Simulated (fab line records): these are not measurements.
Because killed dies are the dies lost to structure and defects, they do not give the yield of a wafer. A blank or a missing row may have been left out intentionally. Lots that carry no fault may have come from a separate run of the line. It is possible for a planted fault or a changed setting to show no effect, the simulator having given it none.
Split-lot study :: flow berkeley cmos170 :: 23 wafers read across 5 lots, on a route 331 steps long

SPLIT DETAILS
At UCB170_NLDD_IMPLANT_09, the setting energy kev was moved away from the recipe's 30 on 11 of the 23 wafers read, by -4.2% to +4.9%. The other wafers ran this setting at the recipe's value.

The split's own step is where the reading is taken.

THE READING
The simulator's own value implant.drp nm, read by no gauge, in nm at UCB170_NLDD_IMPLANT_09. The file does not state a usual value for it.

wafer: L075.2
tool, chamber at the split: implanter-04, 0
energy kev as run: 28.75
against the recipe: -4.2%
implant.drp nm, nm: 9.318
against lot-mates on the recipe: -0.293

wafer: L075.3
tool, chamber at the split: implanter-04, 0
energy kev as run: 28.75
against the recipe: -4.2%
implant.drp nm, nm: 9.318
against lot-mates on the recipe: -0.293

wafer: L075.5
tool, chamber at the split: implanter-04, 0
energy kev as run: 28.75
against the recipe: -4.2%
implant.drp nm, nm: 9.318
against lot-mates on the recipe: -0.293

wafer: L075.4
tool, chamber at the split: implanter-04, 0
energy kev as run: 30
against the recipe: recipe
implant.drp nm, nm: 9.611
against lot-mates on the recipe: -

wafer: L075.6
tool, chamber at the split: implanter-04, 0
energy kev as run: 30
against the recipe: recipe
implant.drp nm, nm: 9.611
against lot-mates on the recipe: -

wafer: L078.2
tool, chamber at the split: implanter-04, 0
energy kev as run: 31.46
against the recipe: +4.9%
implant.drp nm, nm: 9.952
against lot-mates on the recipe: +0.341

wafer: L078.3
tool, chamber at the split: implanter-04, 0
energy kev as run: 31.46
against the recipe: +4.9%
implant.drp nm, nm: 9.952
against lot-mates on the recipe: +0.341

wafer: L078.4
tool, chamber at the split: implanter-04, 0
energy kev as run: 31.46
against the recipe: +4.9%
implant.drp nm, nm: 9.952
against lot-mates on the recipe: +0.341

wafer: L078.5
tool, chamber at the split: implanter-04, 0
energy kev as run: 30
against the recipe: recipe
implant.drp nm, nm: 9.611
against lot-mates on the recipe: -

wafer: L078.6
tool, chamber at the split: implanter-04, 0
energy kev as run: 30
against the recipe: recipe
implant.drp nm, nm: 9.611
against lot-mates on the recipe: -

wafer: L077.1
tool, chamber at the split: implanter-01, 0
energy kev as run: 29.32
against the recipe: -2.3%
implant.drp nm, nm: 9.452
against lot-mates on the recipe: -0.159

wafer: L077.2
tool, chamber at the split: implanter-01, 0
energy kev as run: 29.32
against the recipe: -2.3%
implant.drp nm, nm: 9.452
against lot-mates on the recipe: -0.159

wafer: L077.3
tool, chamber at the split: implanter-01, 0
energy kev as run: 29.32
against the recipe: -2.3%
implant.drp nm, nm: 9.452
against lot-mates on the recipe: -0.159

wafer: L077.4
tool, chamber at the split: implanter-01, 0
energy kev as run: 30
against the recipe: recipe
implant.drp nm, nm: 9.611
against lot-mates on the recipe: -

wafer: L077.6
tool, chamber at the split: implanter-01, 0
energy kev as run: 30
against the recipe: recipe
implant.drp nm, nm: 9.611
against lot-mates on the recipe: -

wafer: L080.1
tool, chamber at the split: implanter-02, 0
energy kev as run: 30
against the recipe: recipe
implant.drp nm, nm: 9.611
against lot-mates on the recipe: -

wafer: L080.3
tool, chamber at the split: implanter-02, 0
energy kev as run: 30
against the recipe: recipe
implant.drp nm, nm: 9.611
against lot-mates on the recipe: -

wafer: L080.4
tool, chamber at the split: implanter-02, 0
energy kev as run: 30
against the recipe: recipe
implant.drp nm, nm: 9.611
against lot-mates on the recipe: -

wafer: L080.2
tool, chamber at the split: implanter-02, 0
energy kev as run: 29.2
against the recipe: -2.7%
implant.drp nm, nm: 9.424
against lot-mates on the recipe: -0.187

wafer: L080.6
tool, chamber at the split: implanter-02, 0
energy kev as run: 29.2
against the recipe: -2.7%
implant.drp nm, nm: 9.424
against lot-mates on the recipe: -0.187

wafer: L082.3
tool, chamber at the split: implanter-04, 0
energy kev as run: 30
against the recipe: recipe
implant.drp nm, nm: 9.611
against lot-mates on the recipe: -

wafer: L082.5
tool, chamber at the split: implanter-04, 0
energy kev as run: 30
against the recipe: recipe
implant.drp nm, nm: 9.611
against lot-mates on the recipe: -

wafer: L082.6
tool, chamber at the split: implanter-04, 0
energy kev as run: 30
against the recipe: recipe
implant.drp nm, nm: 9.611
against lot-mates on the recipe: -

FIT RESULTS
A straight line over all 23 wafers: implant.drp nm changes by +0.0702 nm for each +1% of energy kev; r = +1.00; the points scatter about the line by 0.00027 nm.
The same after taking each lot's own level away (the mean of its wafers on the recipe; 23 wafers): +0.0702 nm for each +1%; r = +1.00; scatter 0.00027 nm.
According to that fit, moving energy kev by its largest amount changes the reading by 0.34 nm.
The lots' own levels span 9.6110 to 9.6110 nm.
The two slopes are in agreement: the lot-to-lot level therefore moves the slope only a little.
Check: +0.341 nm against its lot-mates is what the line predicts for one of the wafers moved furthest among these (+4.9%) when that wafer is left out of the fit. It came out at +0.341 nm against them.

OTHER SPLITS APPLIED TO THESE WAFERS
These wafers also went through other splits before the reading. Each is held against what the fit with the lots' levels taken away leaves over:
other split on the same wafers: UCB170_PLDD_PEB_04 peb temp c
wafers away from the commonest value: 8
r with implant.drp nm (lot level and that fit taken away): +0.12

THE FILE'S OWN FIT
implant.drp nm changes by +0.0702 nm for each +1% of energy kev, r = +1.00.
